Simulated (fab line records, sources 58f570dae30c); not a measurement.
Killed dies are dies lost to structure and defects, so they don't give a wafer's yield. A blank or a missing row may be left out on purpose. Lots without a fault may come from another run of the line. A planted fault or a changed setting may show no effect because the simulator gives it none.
Which tool did it? | flow berkeley_cmos170 | 14 lots, 42 wafers sampled, at 5 steps of a route of 331

WHAT THE GAUGES READ, wafer by wafer
UCB170_V2_CD_MEAS_12: target cd 700 nm.
lot  | measured     | on        | cd_nm (nm)
L696 | day 7 01:22  | cd_sem-02 | 699.3 700.2 698.7
L697 | day 7 15:41  | cd_sem-01 | 696.9 698.1 698.8
L700 | day 8 05:30  | cd_sem-02 | 703.1 702.5 703.5
L698 | day 8 05:19  | cd_sem-01 | 700.5 700.5 699.0
L701 | day 8 13:56  | cd_sem-02 | 698.1 699.3 699.8
L704 | day 9 03:58  | cd_sem-01 | 699.5 698.4 699.1
L705 | day 9 14:47  | cd_sem-01 | 699.2 698.6 698.5
L710 | day 11 08:58 | cd_sem-02 | 699.8 700.3 699.3
L714 | day 11 11:01 | cd_sem-01 | 697.9 698.6 698.8
L718 | day 12 08:28 | cd_sem-02 | 699.4 699.3 699.9
L716 | day 12 09:31 | cd_sem-01 | 698.8 699.6 699.9
L715 | day 12 09:22 | cd_sem-01 | 701.5 701.1 701.4
L717 | day 12 10:04 | cd_sem-01 | 699.0 698.3 699.5
L719 | day 13 08:23 | cd_sem-01 | 699.6 699.5 699.6

UCB170_M3_CD_MEAS_90: target cd 700 nm.
lot  | measured     | on        | cd_nm (nm)
L696 | day 7 04:43  | cd_sem-01 | 699.7 701.3 703.7
L697 | day 7 18:38  | cd_sem-02 | 697.2 701.6 700.2
L700 | day 8 09:16  | cd_sem-01 | 699.9 703.3 704.1
L698 | day 8 09:01  | cd_sem-02 | 700.8 697.5 696.4
L701 | day 8 16:53  | cd_sem-01 | 695.1 695.0 699.1
L704 | day 9 06:53  | cd_sem-01 | 701.5 702.1 697.3
L705 | day 9 19:04  | cd_sem-02 | 697.8 701.2 698.6
L710 | day 11 13:20 | cd_sem-01 | 702.1 700.1 700.1
L714 | day 11 15:21 | cd_sem-01 | 719.6 720.1 719.1 719.7 720.1 719.1
L718 | day 12 12:19 | cd_sem-01 | 704.1 705.8 705.0
L716 | day 12 13:05 | cd_sem-02 | 701.6 705.8 700.5
L715 | day 12 12:34 | cd_sem-01 | 722.5 721.1 721.9 722.8 721.4 721.5
L717 | day 12 13:20 | cd_sem-01 | 699.0 700.0 697.5
L719 | day 13 12:26 | cd_sem-02 | 704.8 703.7 700.1

WHICH TOOL RAN EACH LOT (tool, then ch and the chambers of the sampled wafers, then the start)
lot  | UCB170_M2_STRIP_07                   | UCB170_V2_ETCH_14                  | UCB170_M3_METAL_ETCH_18
L696 | plasma_asher-04 ch 0,1, day 6 21:55  | rie_diel-02 ch 0,1,2, day 7 01:31  | rie_metal-02 ch 0,1, day 7 04:25
L697 | plasma_asher-01 ch 0,1, day 7 10:30  | rie_diel-02 ch 1,2, day 7 15:49    | rie_metal-02 ch 0,1, day 7 18:22
L700 | plasma_asher-04 ch 0,1, day 8 00:29  | rie_diel-02 ch 0,1,2, day 8 05:39  | rie_metal-02 ch 0,1, day 8 08:59
L698 | plasma_asher-01 ch 0,1, day 8 00:50  | rie_diel-04 ch 0,1, day 8 05:27    | rie_metal-03 ch 0,1, day 8 08:42
L701 | plasma_asher-04 ch 0,1, day 8 09:49  | rie_diel-01 ch 0,2,3, day 8 14:05  | rie_metal-03 ch 0,1, day 8 16:35
L704 | plasma_asher-01 ch 0, day 8 23:48    | rie_diel-02 ch 1,2,3, day 9 04:07  | rie_metal-02 ch 0,1, day 9 06:37
L705 | plasma_asher-01 ch 0,1, day 9 09:29  | rie_diel-04 ch 0,1,2, day 9 14:54  | rie_metal-03 ch 0,1, day 9 18:49
L710 | plasma_asher-02 ch 0,1, day 11 03:43 | rie_diel-02 ch 0,1,2, day 11 09:08 | rie_metal-01 ch 0, day 11 12:52
L714 | plasma_asher-01 ch 0,1, day 11 05:23 | rie_diel-02 ch 0,1,2, day 11 11:08 | rie_metal-03 ch 0,1, day 11 15:05
L718 | plasma_asher-02 ch 0,1, day 12 03:32 | rie_diel-01 ch 0,2, day 12 08:35   | rie_metal-01 ch 0,1, day 12 12:02
L716 | plasma_asher-04 ch 0,1, day 12 03:46 | rie_diel-02 ch 0,1,3, day 12 09:40 | rie_metal-02 ch 0,1, day 12 12:49
L715 | plasma_asher-01 ch 0,1, day 12 03:54 | rie_diel-04 ch 2,3, day 12 09:29   | rie_metal-03 ch 0,1, day 12 12:18
L717 | plasma_asher-02 ch 0,1, day 12 04:05 | rie_diel-01 ch 0,1,3, day 12 10:13 | rie_metal-01 ch 0,1, day 12 13:03
L719 | plasma_asher-02 ch 0,1, day 13 01:47 | rie_diel-04 ch 1,3, day 13 08:32   | rie_metal-01 ch 0, day 13 12:08
- UCB170_M2_STRIP_07: strips in O2.
- UCB170_V2_ETCH_14: etches SiO2 in CHF3/CF4/Ar, stops on Al, target depth 1250 nm, time 291 s.
- UCB170_M3_METAL_ETCH_18: etches Al in Cl2/BCl3, stops on SiO2, target depth 1170 nm, time 195 s.

WHAT THE TOOLS THEMSELVES READ (means of the sampled wafers that have a number; where no wafer has one, the mark that the record gives instead)
UCB170_M2_STRIP_07.
lot  | tool            | drypump_motor_current_A (A) | oes_product_au (a.u.) | strip_time_to_endpoint_s (s)
L696 | plasma_asher-04 | 5.9                         | 0.734                 | 21.89
L697 | plasma_asher-01 | 6.0                         | 0.735                 | 21.99
L700 | plasma_asher-04 | 5.9                         | 0.732                 | 22.00
L698 | plasma_asher-01 | 6.1                         | 0.733                 | 22.05
L701 | plasma_asher-04 | 5.9                         | 0.733                 | 22.04
L704 | plasma_asher-01 | 4.9                         | 0.733                 | 21.94
L705 | plasma_asher-01 | 5.5                         | 0.732                 | 22.00
L710 | plasma_asher-02 | 5.3                         | 0.736                 | 21.97
L714 | plasma_asher-01 | 5.5                         | 0.738                 | 21.95
L718 | plasma_asher-02 | 5.3                         | 0.735                 | 21.88
L716 | plasma_asher-04 | 5.9                         | 0.732                 | 22.05
L715 | plasma_asher-01 | 5.5                         | 0.736                 | 21.95
L717 | plasma_asher-02 | 5.3                         | 0.734                 | 21.97
L719 | plasma_asher-02 | 5.3                         | 0.735                 | 22.01

UCB170_V2_ETCH_14.
lot  | tool        | drypump_motor_current_A (A) | mfc_ar_sccm (sccm) | oes_product_au (a.u.) | throttle_valve_pct (%)
L696 | rie_diel-02 | 5.4                         | 149.8              | 0.885                 | 7.02
L697 | rie_diel-02 | 5.4                         | 149.9              | 0.881                 | 6.99
L700 | rie_diel-02 | 5.4                         | 149.8              | 0.886                 | 7.02
L698 | rie_diel-04 | 5.6                         | 149.6              | 0.864                 | 7.09
L701 | rie_diel-01 | 6.4                         | 149.8              | 0.869                 | 7.02
L704 | rie_diel-02 | 5.5                         | 149.9              | 0.878                 | 6.89
L705 | rie_diel-04 | 5.7                         | 150.1              | 0.858                 | 7.05
L710 | rie_diel-02 | 5.4                         | 150.3              | 0.886                 | 7.02
L714 | rie_diel-02 | 5.4                         | 150.3              | 0.885                 | 7.01
L718 | rie_diel-01 | 6.4                         | 150.3              | 0.860                 | 6.88
L716 | rie_diel-02 | 5.6                         | 150.1              | 0.876                 | 6.96
L715 | rie_diel-04 | 5.9                         | 149.9              | 0.855                 | 7.04
L717 | rie_diel-01 | 6.1                         | 150.1              | 0.879                 | 6.90
L719 | rie_diel-04 | 5.7                         | 150.4              | 0.865                 | 7.05

UCB170_M3_METAL_ETCH_18.
lot  | tool         | drypump_motor_current_A (A) | oes_product_au (a.u.) | throttle_valve_pct (%)
L696 | rie_metal-02 | 5.27                        | 0.864                 | 24.43
L697 | rie_metal-02 | 5.38                        | 0.870                 | 24.38
L700 | rie_metal-02 | 5.36                        | 0.863                 | 24.38
L698 | rie_metal-03 | 6.01                        | 0.858                 | 24.39
L701 | rie_metal-03 | 5.92                        | 0.865                 | 24.58
L704 | rie_metal-02 | 5.30                        | 0.875                 | 24.43
L705 | rie_metal-03 | 6.01                        | 0.860                 | 24.40
L710 | rie_metal-01 | 5.60                        | 0.850                 | 24.35
L714 | rie_metal-03 | 5.92                        | 0.717                 | 24.66
L718 | rie_metal-01 | 5.52                        | 0.860                 | 24.39
L716 | rie_metal-02 | 5.29                        | 0.869                 | 24.42
L715 | rie_metal-03 | 5.92                        | 0.717                 | 24.65
L717 | rie_metal-01 | 5.50                        | 0.863                 | 24.38
L719 | rie_metal-01 | 5.62                        | 0.854                 | 24.33

THE ANSWER, worked out from the rows above alone
Rule: what is usual is taken from the lots themselves. Put in order of their means at a reading, lots are off if they are a third of the lots or fewer, leave a main group of 4 or more, and stand apart from it by a gap of 3 or more times the standard deviation of the main group's means; of several such gaps the widest counts. A main group whose means are all the same, to the digits that the tables above print for the reading, isn't used. A lot without any number at a reading at which 4 lots or more have one is off too. The other lots that the step has rows for count as sound. The gauges are gone through in route order, then the tools' own readings, and for those a lot's mean is taken as printed above. The first step at which some lot is off is used, and at that step the reading that is off furthest; a lot without a number counts as furthest.
Off: L714, L715, at UCB170_M3_CD_MEAS_90 (cd_nm). The main group: mean 700.7 nm, standard deviation 2.3.
A tool fits if, at a process step before that reading, it ran every lot that is off, and no sound lot after the first of them. The gauges at UCB170_M3_CD_MEAS_90 aren't tried: what is off there is off at UCB170_M3_METAL_ETCH_18 too, on other tools, and a gauge's error can't cause that. Can't be told from this: 2 tools fit, plasma_asher-01 at UCB170_M2_STRIP_07, rie_metal-03 at UCB170_M3_METAL_ETCH_18.

WHAT THE SIMULATOR HAD PUT IN
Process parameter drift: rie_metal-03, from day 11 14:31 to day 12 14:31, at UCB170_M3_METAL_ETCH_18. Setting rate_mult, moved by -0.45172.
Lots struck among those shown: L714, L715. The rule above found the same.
